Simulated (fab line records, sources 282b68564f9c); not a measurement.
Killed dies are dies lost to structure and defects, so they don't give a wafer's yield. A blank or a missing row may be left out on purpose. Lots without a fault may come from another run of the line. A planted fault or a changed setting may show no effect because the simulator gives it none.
fab line records | flow rit_cmos
record lots=14 wafers=42 last_day=8
route steps=202 shown ACTIVE@1 PWELL@45 CONTACT@171 M1@202
lots that met no fault: from a run of the same line without faults
start_h: hours from the record's first day to the start of the lot's first wafer shown | wait_h: hours since the lot's step before | " the same as in the row above | L1.1+2: a row that stands for several wafers | - no value, or no start given | * or withheld: withheld | < > ~ a bound
route shown NAME@n: a module of which the file shows steps, and the number in the route of the first | usual: mean/standard deviation of fault-free wafers | same: alike in all rows | chamber/n: place in a boat | sites: the reading at each site | _std_site: their standard deviation | _edge_site: outer sites' mean less inner sites' | radius_mm: how far each site lies from the wafer's centre | mask NAME#n: copy n | behind: the tool/chamber that last shaped the wafer | hold: why the lot was held/for how many hours/how that ended | device: the transistor (n, p or np) that didn't switch | end of line: the same wafers' tests at the end of the route | a step without rows: its recipe alone | killed: dies lost to structure and defects at the first sort, not the wafer's yield | map: a wafer's dies, x killed, . not, _ none there
set.NAME: the setting as run; set.NAME@STEP: as run at that earlier step | model.NAME: the simulator's own value behind a step, which no gauge read
steps of the route over a sample of lots; a table a step, a row a wafer
## steps
# step RIT_ACTIVE_BOW_MEAS_00
# recipe mode=bow
# usual INCOMING_BOW=1/5.9
# columns lot.wafer tool chamber start_h wait_h INCOMING_BOW[um]
L762.2 film_metro-01 - 10.02 - -6
L762.3 " - " " 1
L762.5 " - " " 10
L763.1 film_metro-03 - 15.00 - 8
L763.2 " - " " 10
L763.4 " - " " 5
L765.2 film_metro-04 - 25.02 - -2
L765.4 " - " " -3
L765.6 " - " " 0
L766.2 film_metro-03 - 30.02 - -8
L766.3 " - " " 1
L766.5 " - " " -2
L767.2 film_metro-01 - 35.02 - -2
L767.3 " - " " -1
L767.5 " - " " 0
L768.1 film_metro-01 - 40.00 - 8
L768.4 " - " " 5
L768.6 " - " " 0
L769.2 film_metro-01 - 45.02 - 4
L769.3 " - " " 5
L769.4 " - " " 2
L770.1 film_metro-03 - 50.00 - 9
L770.2 " - " " -7
L770.5 " - " " -6
L772.1 film_metro-04 - 60.00 - -1
L772.2 " - " " 3
L772.3 " - " " -2
L774.2 film_metro-01 - 70.02 - 7
L774.4 " - " " -4
L774.6 " - " " 9
L776.2 film_metro-03 - 80.02 - 4
L776.4 " - " " -6
L776.5 " - " " 11
L779.1 film_metro-04 - 95.00 - 9
L779.3 " - " " 4
L779.5 " - " " -3
L784.1 film_metro-03 - 120.00 - -4
L784.3 " - " " 2
L784.5 " - " " -11
L785.1 film_metro-01 - 125.00 - 4
L785.2 " - " " -6
L785.3 " - " " 3
# step RIT_ACTIVE_THK_MEAS_02
# recipe reads=SiO2_of_ACTIVE_OXIDATION_01
# usual ACTIVE_OXIDE_THK=46.9/1.2
# columns lot.wafer tool chamber start_h wait_h ACTIVE_OXIDE_THK[nm]
L762.2 film_metro-04 - 12.06 0.0 45.4
L762.3 " - " " 45.0
L762.5 " - " " 46.1
L763.1 film_metro-04 - 17.05 0.0 47.3
L763.2 " - " " 46.5
L763.4 " - " " 46.4
L765.2 film_metro-03 - 27.06 0.0 48.1
L765.4 " - " " 48.2
L765.6 " - " " 47.6
L766.2 film_metro-04 - 32.06 0.0 47.4
L766.3 " - " " 47.6
L766.5 " - " " 47.9
L767.2 film_metro-04 - 37.06 0.0 46.0
L767.3 " - " " 46.2
L767.5 " - " " 45.9
L768.1 film_metro-04 - 42.05 0.0 48.6
L768.4 " - " " 48.4
L768.6 " - " " 49.0
L769.2 film_metro-04 - 49.43 0.0 47.1
L769.3 " - " " 47.2
L769.4 " - " " 47.6
L770.1 film_metro-01 - 52.05 0.0 47.8
L770.2 " - " " 46.1
L770.5 " - " " 46.7
L772.1 film_metro-01 - 62.05 0.0 44.6
L772.2 " - " " 45.0
L772.3 " - " " 44.8
L774.2 film_metro-04 - 72.31 0.0 45.4
L774.4 " - " " 44.6
L774.6 " - " " 45.5
L776.2 film_metro-03 - 82.06 0.0 47.4
L776.4 " - " " 47.3
L776.5 " - " " 47.5
L779.1 film_metro-03 - 97.05 0.0 46.7
L779.3 " - " " 46.3
L779.5 " - " " 46.4
L784.1 film_metro-04 - 123.02 0.0 46.4
L784.3 " - " " 47.7
L784.5 " - " " 47.4
L785.1 film_metro-04 - 127.77 0.0 48.0
L785.2 " - " " 47.6
L785.3 " - " " 47.0
# step RIT_PWELL_OVL_MEAS_06
# usual PWELL_OVL=0.2/1.4
# columns lot.wafer tool chamber start_h wait_h PWELL_OVL[nm]
L762.2 overlay-02 - 23.56 - 1.1
L762.3 " - " " 0.4
L762.5 " - " " 0.6
L763.1 overlay-02 - 28.76 - -1.3
L763.2 " - " " -1.8
L763.4 " - " " 0.6
L765.2 overlay-01 - 36.88 - 2.4
L765.4 " - " " 3.6
L765.6 " - " " 1.5
L766.2 overlay-02 - 43.08 - 0.5
L766.3 " - " " 0.4
L766.5 " - " " -1.2
L767.2 overlay-01 - 47.07 - 1.4
L767.3 " - " " 1.7
L767.5 " - " " 3.2
L768.1 overlay-01 - 52.94 - -1.7
L768.4 " - " " 0.1
L768.6 " - " " -0.5
L769.2 overlay-01 - 60.96 - -0.5
L769.3 " - " " -0.4
L769.4 " - " " -0.4
L770.1 overlay-02 - 65.54 - 2.2
L770.2 " - " " 1.8
L770.5 " - " " 2.3
L772.1 overlay-02 - 72.43 - 2.4
L772.2 " - " " 1.5
L772.3 " - " " 0.6
L774.2 overlay-02 - 82.90 - -1.0
L774.4 " - " " 0.8
L774.6 " - " " 1.0
L776.2 overlay-02 - 92.94 - 0.2
L776.4 " - " " -1.3
L776.5 " - " " 0.2
L779.1 overlay-01 - 108.90 - -1.5
L779.3 " - " " -1.8
L779.5 " - " " -1.0
L784.1 overlay-01 - 137.33 - -0.5
L784.3 " - " " 1.0
L784.5 " - " " 0.6
L785.1 overlay-02 - 141.38 - 0.6
L785.2 " - " " 0.3
L785.3 " - " " -0.1
# step RIT_CONTACT_COAT_03
# recipe resist=NOVOLAK spin_rpm=3250 resist_thk_nm=1000
# columns lot.wafer tool chamber start_h wait_h
L762.2+3+5 litho_track-01 0 57.42 0.1
L763.1+2+4 litho_track-03 0 59.98 0.1
L765.2+4+6 litho_track-03 0 68.58 0.1
L766.2+3+5 litho_track-04 0 71.77 0.1
L767.2+3+5 litho_track-03 0 76.55 0.1
L768.1+4+6 litho_track-01 0 80.65 0.1
L769.2+3+4 litho_track-01 0 91.23 0.1
L770.1+2+5 litho_track-04 0 93.83 0.1
L772.1+2+3 litho_track-01 0 100.37 0.1
L774.2+4+6 litho_track-04 0 110.41 0.1
L776.2+4+5 litho_track-04 0 120.83 0.1
L779.1+3+5 litho_track-04 0 140.77 0.1
L784.1+3+5 litho_track-03 0 170.15 0.1
L785.1+2+3 litho_track-03 0 176.68 0.1
# step RIT_CONTACT_CD_MEAS_08
# recipe target_cd_nm=1000
# usual cd_nm=1000.1/2.6
# columns lot.wafer tool chamber start_h wait_h cd_nm
L762.2 cd_sem-01 - 58.36 - 998.4
L762.3 " - " " 997.4
L762.5 " - " " 995.3
L763.1 cd_sem-01 - 60.83 - 996.0
L763.2 " - " " 995.2
L763.4 " - " " 996.7
L765.2 cd_sem-01 - 69.52 - 1002.4
L765.4 " - " " 1001.8
L765.6 " - " " 1001.7
L766.2 cd_sem-02 - 72.85 - 1000.2
L766.3 " - " " 1000.5
L766.5 " - " " 1001.3
L767.2 cd_sem-01 - 77.48 - 1001.0
L767.3 " - " " 1000.2
L767.5 " - " " 1000.6
L768.1 cd_sem-01 - 81.47 - 1005.2
L768.4 " - " " 1008.1
L768.6 " - " " 1004.3
L769.2 cd_sem-01 - 92.16 - 998.8
L769.3 " - " " 999.0
L769.4 " - " " 998.3
L770.1 cd_sem-02 - 94.77 - 1000.2
L770.2 " - " " 1001.6
L770.5 " - " " 998.6
L772.1 cd_sem-01 - 101.31 - 1001.8
L772.2 " - " " 1002.0
L772.3 " - " " 1001.3
L774.2 cd_sem-02 - 111.23 - 1002.0
L774.4 " - " " 1003.1
L774.6 " - " " 1005.4
L776.2 cd_sem-01 - 121.64 - 989.6
L776.4 " - " " 989.8
L776.5 " - " " 990.4
L779.1 cd_sem-02 - 141.71 - 990.5
L779.3 " - " " 989.5
L779.5 " - " " 986.6
L784.1 cd_sem-01 - 170.97 - 998.9
L784.3 " - " " 999.3
L784.5 " - " " 999.0
L785.1 cd_sem-02 - 177.49 - 1002.8
L785.2 " - " " 1004.2
L785.3 " - " " 1002.7
# step RIT_M1_PROBE_99
# usual killed_at_contacts=0.1/0.3 killed_at_front_end=6.5/2.9 killed_dies=6.6/3 killed_open=3.3/2 killed_short=3.3/1.9
# same gross_dies=264 killed_at_M0_to_M3=0 killed_at_M4_up=0 killed_at_back_side=0 killed_at_other=0
# columns lot.wafer tool chamber start_h wait_h killed_at_contacts killed_at_front_end killed_dies killed_open killed_short
L769.2 prober-02 - 100.04 0.1 0 7 7 2 5
L769.3 prober-02 - 100.09 0.2 0 7 7 3 4
L769.4 prober-02 - 100.14 0.2 0 7 7 3 4
# killed by level:class
L769.2 GATE:geometric_particle:short=4 REOX:geometric_particle:open=1 REOX:geometric_particle:short=1 SILICIDE:geometric_particle:open=1
L769.3 GATE:geometric_particle:short=3 GATE:geometric_particle:open=2 FOX2:geometric_particle:open=1 FOX2:geometric_particle:short=1
L769.4 GATE:geometric_particle:short=3 GATE:geometric_particle:open=3 SILICIDE:geometric_particle:short=1
## key
first_sign step=RIT_CONTACT_CD_MEAS_08 reading=cd_nm direction=down sigmas=4.2 usual=1000.1 struck=989.4
effect none on later readings
met_at RIT_CONTACT_COAT_03
struck_lots L776,L779
tester_left_out L776,L779
not_acting_at RIT_ACTIVE_BOW_MEAS_00,RIT_ACTIVE_THK_MEAS_02,RIT_PWELL_OVL_MEAS_06
onset_between 110.41 120.83
fault kind=process_parameter_drift tool=litho_track-04 chamber=- onset_h=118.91 steps=RIT_CONTACT_COAT_03 channel=resist_thk_nm offset=93.027 shape=step end_h=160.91 acts_in=these_recipes_only stated=1000
# tester_left_out: of these lots the tester's yield and bins aren't shown, on N5 and GAA mostly nor the transistor test; their killed dies are dies lost to structure and defects alone, not to doping, threshold or leakage, so they don't give the yield
